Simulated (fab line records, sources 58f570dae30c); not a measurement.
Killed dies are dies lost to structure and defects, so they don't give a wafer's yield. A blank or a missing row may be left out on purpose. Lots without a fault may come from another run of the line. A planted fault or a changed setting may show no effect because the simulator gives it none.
Which tool did it? | flow berkeley_cmos170 | 15 lots, 45 wafers sampled, at 5 steps of a route of 331

WHAT THE GAUGES READ, wafer by wafer
UCB170_SCREENOX_THK_MEAS_02. Usual: SCREENOX_OXIDE_THK 14.5 nm, standard deviation 0.3.
lot  | measured    | on            | SCREENOX_OXIDE_THK (nm) | flag
L611 | day 5 16:57 | film_metro-03 | 15.0 14.9 14.8          |
L614 | day 6 15:07 | film_metro-03 | 14.9 14.9 15.1          |
L615 | day 6 15:10 | film_metro-03 | 14.4 14.4 14.2          |
L612 | day 6 15:10 | film_metro-01 | 14.7 14.8 14.8          |
L613 | day 6 15:08 | film_metro-02 | 14.2 14.5 14.4          |
L616 | day 7 05:55 | film_metro-03 | 14.4 14.3 14.3          |
L617 | day 7 05:55 | film_metro-02 | 14.5 14.9 14.8          |
L618 | day 7 11:26 | film_metro-02 | 14.7 14.5 14.5          |
L619 | day 7 17:28 | film_metro-02 | 14.6 14.9 14.6          |
L620 | day 8 04:28 | film_metro-02 | 13.9 14.1 14.0          |
L621 | day 8 04:29 | film_metro-03 | 14.1 13.9 14.1          |
L622 | day 8 10:30 | film_metro-02 | 14.7 14.7 14.6          |
L624 | day 8 10:31 | film_metro-01 | 13.9 14.1 13.8          |
L623 | day 8 10:29 | film_metro-03 | 14.2 14.2 14.2          |
L625 | day 9 05:38 | film_metro-01 | 13.8 14.4 14.0          |

UCB170_PVT_TW_MEAS_09. Usual: PVT_TW 507.9, standard deviation 3.
lot  | measured    | on            | PVT_TW            | flag
L611 | day 6 07:11 | film_metro-04 | 500.1 502.1 500.9 |
L614 | day 6 23:40 | film_metro-03 | 505.9 510.0 511.1 |
L615 | day 6 23:56 | film_metro-02 | 507.4 506.4 507.5 |
L612 | day 7 00:40 | film_metro-04 | 506.4 508.3 505.9 |
L613 | day 7 00:44 | film_metro-03 | 508.7 506.4 507.7 |
L616 | day 7 13:46 | film_metro-02 | 505.2 506.2 505.9 |
L617 | day 7 13:26 | film_metro-04 | 503.0 506.5 507.8 |
L618 | day 7 19:19 | film_metro-03 | 504.4 506.5 509.4 |
L619 | day 8 01:56 | film_metro-03 | 511.1 511.0 509.2 |
L620 | day 8 13:35 | film_metro-04 | 503.9 501.5 504.7 |
L621 | day 8 13:47 | film_metro-02 | 507.9 508.1 506.9 |
L622 | day 8 20:40 | film_metro-02 | 668.7 668.8 668.7 | OFF
L624 | day 8 20:49 | film_metro-03 | 674.1 672.5 673.5 | OFF
L623 | day 8 20:23 | film_metro-03 | 669.5 672.3 671.7 | OFF
L625 | day 9 19:11 | film_metro-02 | 669.0 671.7 670.9 | OFF

UCB170_FIELD_THK_MEAS_91. Usual: FIELD_OXIDE_LEFT_2_THK 353 nm, standard deviation 11.
lot  | measured    | on            | FIELD_OXIDE_LEFT_2_THK (nm) | flag
L611 | day 6 07:20 | film_metro-02 | 356 359 365                 |
L614 | day 6 23:56 | film_metro-04 | 363 364 375                 |
L615 | day 7 00:09 | film_metro-03 | 356 351 354                 |
L612 | day 7 00:47 | film_metro-02 | 356 354 340                 |
L613 | day 7 00:52 | film_metro-03 | 361 357 353                 |
L616 | day 7 14:13 | film_metro-02 | 342 341 342                 |
L617 | day 7 13:34 | film_metro-03 | 358 353 358                 |
L618 | day 7 19:26 | film_metro-02 | 354 347 349                 |
L619 | day 8 02:04 | film_metro-04 | 367 358 357                 |
L620 | day 8 13:42 | film_metro-03 | 349 349 346                 |
L621 | day 8 13:55 | film_metro-04 | 344 337 346                 |
L622 | day 8 20:48 | film_metro-02 | 373 371 371                 |
L624 | day 8 20:56 | film_metro-02 | 347 350 338                 |
L623 | day 8 20:31 | film_metro-04 | 351 344 351                 |
L625 | day 9 20:34 | film_metro-04 | 365 367 359                 |

WHICH TOOL RAN EACH LOT (tool, then ch and the chambers of the sampled wafers, then the start)
lot  | UCB170_ACTIVE_STRIP_16              | UCB170_PVT_IMPLANT_07
L611 | plasma_asher-03 ch 0,1, day 4 12:53 | implanter-02 ch 0, day 6 06:56
L614 | plasma_asher-04 ch 0,1, day 5 04:53 | implanter-04 ch 0, day 6 23:27
L615 | plasma_asher-03 ch 0,1, day 5 04:58 | implanter-02 ch 0, day 6 23:42
L612 | plasma_asher-04 ch 0,1, day 5 05:08 | implanter-01 ch 0, day 7 00:25
L613 | plasma_asher-02 ch 0,1, day 5 05:22 | implanter-04 ch 0, day 7 00:31
L616 | plasma_asher-03 ch 0,1, day 5 21:28 | implanter-04 ch 0, day 7 13:31
L617 | plasma_asher-04 ch 0,1, day 5 21:45 | implanter-02 ch 0, day 7 13:11
L618 | plasma_asher-02 ch 0,1, day 6 07:11 | implanter-04 ch 0, day 7 19:04
L619 | plasma_asher-02 ch 0,1, day 6 14:34 | implanter-01 ch 0, day 8 01:41
L620 | plasma_asher-04 ch 0,1, day 6 23:19 | implanter-01 ch 0, day 8 13:20
L621 | plasma_asher-02 ch 0,1, day 6 23:38 | implanter-04 ch 0, day 8 13:35
L622 | plasma_asher-02 ch 0,1, day 7 04:52 | implanter-02 ch 0, day 8 20:26
L624 | plasma_asher-02 ch 0,1, day 7 07:50 | implanter-04 ch 0, day 8 20:35
L623 | plasma_asher-04 ch 0,1, day 7 08:02 | implanter-04 ch 0, day 8 20:08
L625 | plasma_asher-02 ch 0,1, day 7 22:31 | implanter-02 ch 0, day 9 18:55
- UCB170_ACTIVE_STRIP_16: strips in O2.
- UCB170_PVT_IMPLANT_07

WHAT THE TOOLS THEMSELVES READ (means of the sampled wafers that have a number; where no wafer has one, the mark that the record gives instead)
UCB170_ACTIVE_STRIP_16. Usual: drypump_motor_current_A 5.6 A, standard deviation 0.32; oes_product_au 0.721 a.u., standard deviation 0.0046; strip_time_to_endpoint_s 18.35 s, standard deviation 0.1.
lot  | tool            | drypump_motor_current_A (A) | oes_product_au (a.u.) | strip_time_to_endpoint_s (s) | flag
L611 | plasma_asher-03 | 5.5                         | 0.726                 | 18.25                        |
L614 | plasma_asher-04 | 5.9                         | 0.724                 | 18.31                        |
L615 | plasma_asher-03 | 5.5                         | 0.718                 | 18.34                        |
L612 | plasma_asher-04 | 6.0                         | 0.719                 | 18.37                        |
L613 | plasma_asher-02 | 5.4                         | 0.720                 | 18.38                        |
L616 | plasma_asher-03 | 5.5                         | 0.724                 | 18.43                        |
L617 | plasma_asher-04 | 5.9                         | 0.725                 | 18.29                        |
L618 | plasma_asher-02 | 5.5                         | 0.720                 | 18.23                        |
L619 | plasma_asher-02 | 5.4                         | 0.717                 | 18.45                        |
L620 | plasma_asher-04 | 5.9                         | 0.721                 | 18.33                        |
L621 | plasma_asher-02 | 5.4                         | 0.720                 | 18.24                        |
L622 | plasma_asher-02 | 5.6                         | 0.721                 | 18.27                        |
L624 | plasma_asher-02 | 5.4                         | 0.718                 | 18.34                        |
L623 | plasma_asher-04 | 5.9                         | 0.720                 | 18.34                        |
L625 | plasma_asher-02 | 5.4                         | 0.726                 | 18.44                        |

THE ANSWER, worked out from the rows above alone
Rule: a lot is off if the mean of its wafers that have a number lies more than 3 standard deviations from the usual mean. A lot without any number at a reading at which 4 lots or more have one is off too. The other lots that the step has rows for count as sound. The gauges are gone through in route order, then the tools' own readings, and for those a lot's mean is taken as printed above. The first step at which some lot is off is used, and at that step the reading that is off furthest; a lot without a number counts as furthest.
Off: L622, L624, L623, L625, at UCB170_PVT_TW_MEAS_09 (PVT_TW).
A tool fits if, at a process step before that reading, it ran every lot that is off, and no sound lot after the first of them. The gauges at UCB170_PVT_TW_MEAS_09 are tried like those tools. None of those tried fits.

WHAT THE SIMULATOR HAD PUT IN
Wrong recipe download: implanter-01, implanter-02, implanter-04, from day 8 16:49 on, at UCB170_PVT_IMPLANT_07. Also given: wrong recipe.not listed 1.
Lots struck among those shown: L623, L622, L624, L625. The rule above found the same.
